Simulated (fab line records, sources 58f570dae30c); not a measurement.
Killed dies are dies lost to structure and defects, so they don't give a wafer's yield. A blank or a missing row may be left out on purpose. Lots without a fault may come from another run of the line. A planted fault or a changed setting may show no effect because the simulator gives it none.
Chamber matching | flow berkeley_cmos170 | UCB170_NWELL_ETCH_13 on rie_diel-01: 4 sister chambers
The step etches Si3N4 in CH3F/Ar/O2, stops on SiO2, target depth 246.4 nm, time 154 s. 8 wafers are shown with their chamber, then 9 later ones without.

WAFERS WITH THEIR CHAMBER
wafer  | chamber | drypump_motor_current_A (A) | throttle_valve_pct (%)
L465.2 | 0       | 5.2                         | 8.16
L469.6 | 0       | 5.2                         | 8.19
L470.3 | 2       | 5.1                         | 8.21
L470.5 | 3       | 6.0                         | 8.15
L470.6 | 2       | 5.1                         | 8.22
L472.2 | 1       | 4.9                         | 8.27
L472.3 | 3       | 6.0                         | 8.16
L472.6 | 1       | 4.8                         | 8.26

WAFERS WITHOUT THEIR CHAMBER
wafer  | drypump_motor_current_A (A) | throttle_valve_pct (%)
L473.1 | 5.1                         | 8.21
L473.3 | 6.0                         | 8.16
L473.6 | 5.1                         | 8.21
L484.2 | 6.0                         | 8.16
L484.3 | 4.8                         | 8.25
L484.6 | 5.1                         | 8.21
L485.3 | 5.2                         | 8.19
L485.4 | 4.8                         | 8.28
L485.5 | 6.0                         | 8.15

WHICH CHAMBER EACH WENT THROUGH
wafer  | from the rows above | in truth
L473.1 | 2                   | 2
L473.3 | 3                   | 3
L473.6 | 2                   | 2
L484.2 | 3                   | 3
L484.3 | 1                   | 1
L484.6 | 2                   | 2
L485.3 | 0                   | 0
L485.4 | 1                   | 1
L485.5 | 3                   | 3
Placed correctly: 9 of 9. Can't be placed from these rows: 0. Placed wrongly: 0.
How it was worked out, from the rows above alone: a wafer's distance from a chamber is the root of the sum, over the readings, of the square of ((its reading less the chamber's mean) divided by the reading's scatter). The wafer belongs to the nearest chamber; if the next one is less than 2 further off, it can't be placed. A chamber's mean is the mean of its shown wafers. The scatter: the root of (the sum of the squares of (reading less its chamber's mean) over the shown wafers, divided by (wafers less chambers)).
